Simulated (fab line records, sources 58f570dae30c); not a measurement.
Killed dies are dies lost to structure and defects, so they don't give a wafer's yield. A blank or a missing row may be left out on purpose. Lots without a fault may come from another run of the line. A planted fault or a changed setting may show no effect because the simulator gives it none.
A struck lot beside a sound one | flow berkeley_cmos170 | 14 steps out of a route of 331
Sound: wafers L272.3, L272.4, L272.5. Struck: wafers L265.2, L265.3, L265.4. The cause comes at the end.
At each step with rows: each side's tool, then ch and its chambers, then its first start. Under that, the readings that differ: sound wafers | struck wafers | difference of the means | sigmas: that difference in standard deviations of wafers without a fault.
alike: readings whose means differ by less than 2 such deviations, and words and numbers that are the same on both sides. not compared: withheld readings, readings that some wafer has no value for, bounds like >300 that may hide the same value, and numbers for which the record gives no deviation and whose values overlap.
The two part at a step that has a row with sigmas, a row that says differs or no value, or rows on one side only. Numbers that don't overlap but have no deviation are shown without sigmas and don't part them. A reading that every wafer of one side lacks parts them only if that side has two wafers or more.

UCB170_NWELL_OVL_MEAS_12:
  sound on overlay-01, day 7 03:05; struck on overlay-01, day 5 21:38
  alike: NWELL_OVL
UCB170_NWELL_ETCH_13: etches Si3N4 in CH3F/Ar/O2, stops on SiO2, target depth 246.4 nm, time 154 s.
  sound on rie_diel-04 ch 0,3, day 7 03:07; struck on rie_diel-01 ch 0,2,3, day 5 21:40
  reading               | sound             | struck            | difference | sigmas
  oes_product_au (a.u.) | 0.962 0.973 0.973 | 0.931 0.915 0.901 | -0.054     | -3
  alike: drypump_motor_current_A, throttle_valve_pct
  not compared: rf_hours_counter_h
then, 1 step without rows for these wafers: UCB170_NWELL_IMPLANT_14.
UCB170_NWELL_STRIP_15: strips in O2.
  sound on plasma_asher-04 ch 0,1, day 7 03:24; struck on plasma_asher-04 ch 0,1, day 5 21:55
  alike: drypump_motor_current_A, o2_flow_sccm, oes_product_au, strip_time_to_endpoint_s
  not compared: rf_hours_counter_h
UCB170_NWELL_TW_MEAS_16:
  sound on film_metro-04, day 7 03:29; struck on film_metro-01, day 5 22:02
  alike: NWELL_TW
then, 6 steps without rows for these wafers: UCB170_NWELL_CLEAN_17 (cleans in SPM, time 600 s); UCB170_NWELL_WET_ETCH_18 (etches Si3N4 in H3PO4, time 14400 s); UCB170_NWELL_WET_ETCH_19 (etches SiO2 in BOE, time 22 s); UCB170_PWELL_CLEAN_00 (cleans in SPM, time 600 s); UCB170_PWELL_CLEAN_01 (cleans in dHF, time 60 s); UCB170_PWELL_OXIDATION_02 (target thk 26.4 nm, ox time 1260 s).
UCB170_PWELL_THK_MEAS_03:
  sound on film_metro-01, day 7 14:13; struck on film_metro-02, day 6 09:27
  alike: PWELL_OXIDE_THK
UCB170_PWELL_ANNEAL_04: time 900 s.
  sound on furnace-02 ch 0, day 7 17:20; struck on furnace-02, day 6 12:43
  no value came back on the struck wafers for spike_tc_centre_C (C), spike_tc_load_C (C), spike_tc_source_C (C), tube_center_temp_C_max; on the sound wafers spike_tc_centre_C (C) reads 1002.9 1002.5 1002.4
then, 1 step without rows for these wafers: UCB170_PWELL_CVD_05 (deposits Si3N4 from SiH2Cl2/NH3, target thk 220 nm, time 3300 s).

WHERE THEY PART
First at UCB170_NWELL_ETCH_13; last, within this record, at UCB170_PWELL_ANNEAL_04.

WHY: what the simulator had put in
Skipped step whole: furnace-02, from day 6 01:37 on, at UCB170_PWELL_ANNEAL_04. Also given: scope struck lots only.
